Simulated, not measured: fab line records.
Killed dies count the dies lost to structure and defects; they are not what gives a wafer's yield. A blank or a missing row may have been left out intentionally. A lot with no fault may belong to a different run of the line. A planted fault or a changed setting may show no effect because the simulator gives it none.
A lot that was struck, set against a sound lot | flow berkeleyCmos170 | 18 steps out of a route of 331
Sound: wafers L217.1, L217.3, L217.4. Wafers L229.2, L229.4, L229.5 were the ones struck. Last of all comes the cause.
At each step with rows: each side's tool, then ch and its chambers, then its first start. Under that, the readings that differ: sound wafers | struck wafers | difference of the means | sigmas: that difference in standard deviations of wafers without a fault.
alike: same words and numbers on both sides, and readings whose means sit less than 2 such deviations apart. not compared: any withheld reading, any reading some wafer has no value for, any bound like >300 that may hide the same value, and any number with overlapping values for which the record gives no deviation.
Wherever a step has rows on one side only, a row that says differs or no value, or a row with sigmas, the two part there. Non-overlapping numbers with no deviation appear without sigmas and do not part them. A reading missing from all wafers of one side parts the sides only when that side holds two or more wafers.

first, 2 steps without rows for these wafers: UCB170_CONTACT_CLEAN_00 (cleans in SPM, time 600 s); UCB170_CONTACT_CVD_01 (deposits PSG from SiH4/O2/PH3, target thk 700 nm, time 2820 s).
UCB170_CONTACT_THK_MEAS_02:
  struck on filmMetro-04, day 10 04:52; sound on filmMetro-02, day 7 08:52
  alike: CONTACT_PSG_THK
then, 3 steps without rows for these wafers: UCB170_CONTACT_HMDS_03 (prime time 60 s); UCB170_CONTACT_COAT_04 (resist thk 900 nm); UCB170_CONTACT_SOFTBAKE_05 (time 60 s).
UCB170_CONTACT_STRIP_06: strips in O2.
  sound on plasmaAsher-04 ch 0,1, day 7 09:22; struck on plasmaAsher-03 ch 0,1, day 10 05:22
reading                  | sound       | struck      | difference | sigmas
drypumpMotorCurrentA (A) | 6.3 6.3 6.0 | 5.5 5.5 5.6 | -0.7       | -2
  alike: oesProductAu, stripTimeToEndpointS
  not compared: rfHoursCounterH
then, 1 step without rows for these wafers: UCB170_CONTACT_CLEAN_07 (cleans in SPM, time 600 s).
UCB170_CONTACT_RTA_08: time 10 s.
  sound on rtpAnneal-02 ch 0, day 7 09:43; struck on rtpAnneal-01 ch 0, day 10 07:14
  alike: chamberO2Ppm, lampPowerPct, wafer_temp_C_max
then, 3 steps without rows for these wafers: UCB170_CONTACT_COAT_09; UCB170_CONTACT_COAT_10 (resist thk 900 nm); UCB170_CONTACT_SOFTBAKE_11 (time 60 s).
UCB170_CONTACT_EXPOSE_12: exposes mask CONT, target cd 700 nm.
  sound on krfScanner-02 ch 0, day 7 10:38; struck on krfScanner-01 ch 0, day 10 07:45
reading                       | sound                | struck            | difference | sigmas
model.CONTACT.overlayXNm (nm) | -1.038 -1.038 -1.038 | 262.8 262.8 262.8 | +263.8     | 
  alike: mask
then, 2 steps without rows for these wafers: UCB170_CONTACT_PEB_13; UCB170_CONTACT_DEVELOP_14 (develop time 45 s).
UCB170_CONTACT_CD_MEAS_15: target cd 700 nm.
  struck on cdSem-01, day 10 08:09; sound on cdSem-02, day 7 11:01
  alike: cdNm
UCB170_CONTACT_OVL_MEAS_16:
  struck on overlay-02, day 10 08:27; sound on overlay-02, day 7 11:08
reading          | sound | struck      | difference | sigmas
CONTACT_OVL (nm) | 6 1 1 | 267 273 267 | +266       | +42
  not compared: hold
following that, these wafers have no rows for 1 step: UCB170_M3_PROBE_99.

== WHERE THEY PART ==
Last at UCB170_CONTACT_OVL_MEAS_16 as far as this record goes, first at UCB170_CONTACT_STRIP_06.

WHY: what had been put in by the simulator
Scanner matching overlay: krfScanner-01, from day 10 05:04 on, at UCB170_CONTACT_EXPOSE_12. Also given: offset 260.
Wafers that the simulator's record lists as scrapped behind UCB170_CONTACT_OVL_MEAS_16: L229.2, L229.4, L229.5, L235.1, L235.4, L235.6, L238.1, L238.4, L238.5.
